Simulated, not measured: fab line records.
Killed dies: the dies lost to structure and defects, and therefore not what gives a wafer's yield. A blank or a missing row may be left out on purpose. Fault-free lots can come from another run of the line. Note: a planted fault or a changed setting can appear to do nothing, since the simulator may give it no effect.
Lot-split experiment | flow rit_cmos | route with 202 steps; 5 lots, 23 wafers read

## SPLIT DETAILS
At RIT_ACTIVE_OXIDATION_01 (target thk 46.8 nm, ox time 3360 s), the setting ox_time_s was moved away from the recipe's 3360 s on 10 of the 23 wafers read, by -9.2% to +12.3%. The other wafers ran this setting at the recipe's value.

There is no step in the file separating the split from the reading.

## THE READING
ACTIVE_OXIDE_THK, in nm, at RIT_ACTIVE_THK_MEAS_02. Typical for fault-free wafers on this fab line: 47.2 nm, with standard deviation 0.91 nm.

wafer  | tool, chamber at the split | ox_time_s as run, s | against the recipe | ACTIVE_OXIDE_THK, nm | against lot-mates on the recipe
L075.1 | -, -                       | 3051                | -9.2%              | 44.5                 | no lot-mate on the recipe
L075.2 | -, -                       | 3051                | -9.2%              | 44.7                 | no lot-mate on the recipe
L075.4 | -, -                       | 3051                | -9.2%              | 44.8                 | no lot-mate on the recipe
L075.5 | -, -                       | 3051                | -9.2%              | 44.4                 | no lot-mate on the recipe
L075.6 | -, -                       | 3051                | -9.2%              | 44.4                 | no lot-mate on the recipe
L080.1 | -, -                       | 3774                | +12.3%             | 50.6                 | no lot-mate on the recipe
L080.2 | -, -                       | 3774                | +12.3%             | 51.5                 | no lot-mate on the recipe
L080.3 | -, -                       | 3774                | +12.3%             | 51.4                 | no lot-mate on the recipe
L080.5 | -, -                       | 3774                | +12.3%             | 51.6                 | no lot-mate on the recipe
L080.6 | -, -                       | 3774                | +12.3%             | 51.9                 | no lot-mate on the recipe
L081.1 | -, -                       | 3360                | recipe             | 47.1                 | -
L081.2 | -, -                       | 3360                | recipe             | 46.9                 | -
L081.4 | -, -                       | 3360                | recipe             | 47.5                 | -
L081.5 | -, -                       | 3360                | recipe             | 47.2                 | -
L081.6 | -, -                       | 3360                | recipe             | 47.3                 | -
L084.1 | -, -                       | 3360                | recipe             | 48.0                 | -
L084.3 | -, -                       | 3360                | recipe             | 47.2                 | -
L084.4 | -, -                       | 3360                | recipe             | 47.7                 | -
L084.5 | -, -                       | 3360                | recipe             | 46.8                 | -
L084.6 | -, -                       | 3360                | recipe             | 47.1                 | -
L085.3 | furnace-04, 0              | 3360                | recipe             | 46.2                 | -
L085.4 | furnace-04, 0              | 3360                | recipe             | 46.7                 | -
L085.5 | furnace-04, 0              | 3360                | recipe             | 46.1                 | -

THE FIT
A straight line over all 23 wafers: ACTIVE_OXIDE_THK changes by +0.321 nm for each +1% of ox_time_s; r = +0.98; the points scatter about the line by 0.51 nm.
Too few moved wafers with a lot-mate on the recipe to fit a line net of each lot's own level.

## THE WHOLE CHAIN: every reading that the file lists as answering this split, in the file's order
step                    | what it does                                            | reading                                                                             | change (the file's fit)               | r (the file's)
RIT_ACTIVE_OXIDATION_01 | target thk 46.8 nm, ox time 3360 s                      | SiO2_of_ACTIVE_OXIDATION_01.thk_nm (the simulator's own value, which no gauge read) | +0.32 nm for each +1% of the setting  | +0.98
RIT_ACTIVE_THK_MEAS_02  |                                                         | ACTIVE_OXIDE_THK                                                                    | +0.322 for each +1% of the setting    | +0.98
RIT_FOX2_WET_ETCH_03    | etches Si3N4 in H3PO4, target depth 195 nm, time 2700 s | SiO2_of_ACTIVE_OXIDATION_01.thk_nm (the simulator's own value, which no gauge read) | +0.281 nm for each +1% of the setting | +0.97

## FILE'S OWN FIT
ACTIVE_OXIDE_THK changes by +0.322 nm for each +1% of ox_time_s, r = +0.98.
